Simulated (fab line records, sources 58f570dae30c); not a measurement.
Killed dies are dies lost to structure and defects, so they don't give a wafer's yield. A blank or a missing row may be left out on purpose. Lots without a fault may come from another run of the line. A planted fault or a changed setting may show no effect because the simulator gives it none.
Which tool did it? | flow berkeley_cmos170 | 13 lots, 39 wafers sampled, at 2 steps of a route of 331

WHAT THE GAUGES READ, wafer by wafer
UCB170_M1_CD_MEAS_90: target cd 700 nm. Usual: cd_nm 699.8 nm, standard deviation 2.2.
lot  | measured     | on        | cd_nm (nm)        | flag
L668 | day 8 16:36  | cd_sem-02 | 698.4 697.9 699.9 |
L667 | day 8 17:52  | cd_sem-02 | 699.2 703.7 701.5 |
L671 | day 9 12:25  | cd_sem-02 | 699.5 703.1 701.6 |
L669 | day 9 14:47  | cd_sem-02 | 699.8 700.4 699.3 |
L672 | day 9 15:59  | cd_sem-02 | 702.6 701.6 704.0 |
L670 | day 9 16:13  | cd_sem-02 | 698.8 700.5 698.0 |
L676 | day 10 05:31 | cd_sem-02 | 696.4 698.5 698.2 |
L678 | day 10 07:21 | cd_sem-02 | 698.1 699.4 698.5 |
L680 | day 10 17:24 | cd_sem-01 | 699.6 696.8 697.7 |
L682 | day 11 09:34 | cd_sem-02 | 697.5 699.5 696.6 |
L681 | day 11 11:22 | cd_sem-01 | 700.7 703.0 699.2 |
L685 | day 11 12:01 | cd_sem-02 | 699.3 703.4 700.7 |
L686 | day 12 13:43 | cd_sem-01 | 699.8 698.7 703.1 |

UCB170_V1_CD_MEAS_12: target cd 700 nm. Usual: cd_nm 699.6 nm, standard deviation 1.3.
lot  | measured     | on        | cd_nm (nm)        | flag
L668 | day 8 20:51  | cd_sem-02 | 699.3 698.7 698.4 |
L667 | day 8 23:38  | cd_sem-02 | 699.1 698.0 698.9 |
L671 | day 9 17:57  | cd_sem-02 | 700.6 698.3 699.1 |
L669 | day 9 19:07  | cd_sem-02 | 700.2 701.3 700.7 |
L672 | day 9 19:42  | cd_sem-02 | 698.8 699.0 698.4 |
L670 | day 9 21:10  | cd_sem-02 | 700.1 700.1 701.0 |
L676 | day 10 14:08 | cd_sem-01 | 697.9 699.4 699.4 |
L678 | day 10 13:50 | cd_sem-01 | 700.9 701.8 701.8 |
L680 | day 10 23:02 | cd_sem-01 | 702.4 701.2 702.9 |
L682 | day 11 12:58 | cd_sem-01 | 700.5 699.7 699.2 |
L681 | day 11 14:32 | cd_sem-02 | 697.0 697.5 698.5 |
L685 | day 11 18:46 | cd_sem-02 | 698.3 699.0 699.8 |
L686 | day 12 18:34 | cd_sem-01 | 698.0 697.7 698.3 |

WHICH TOOL RAN EACH LOT (tool, then ch and the chambers of the sampled wafers, then the start)
The record holds no process step before these readings.

WHAT THE TOOLS THEMSELVES READ (means of the sampled wafers that have a number; where no wafer has one, the mark that the record gives instead)
The record holds no such reading with a usual standard deviation.

THE ANSWER, worked out from the rows above alone
Rule: a lot is off if the mean of its wafers that have a number lies more than 3 standard deviations from the usual mean. A lot without any number at a reading at which 4 lots or more have one is off too. The other lots that the step has rows for count as sound. The gauges are gone through in route order, then the tools' own readings, and for those a lot's mean is taken as printed above. The first step at which some lot is off is used, and at that step the reading that is off furthest; a lot without a number counts as furthest.
No lot is off at any reading shown: from this, nothing can be told.

WHAT THE SIMULATOR HAD PUT IN
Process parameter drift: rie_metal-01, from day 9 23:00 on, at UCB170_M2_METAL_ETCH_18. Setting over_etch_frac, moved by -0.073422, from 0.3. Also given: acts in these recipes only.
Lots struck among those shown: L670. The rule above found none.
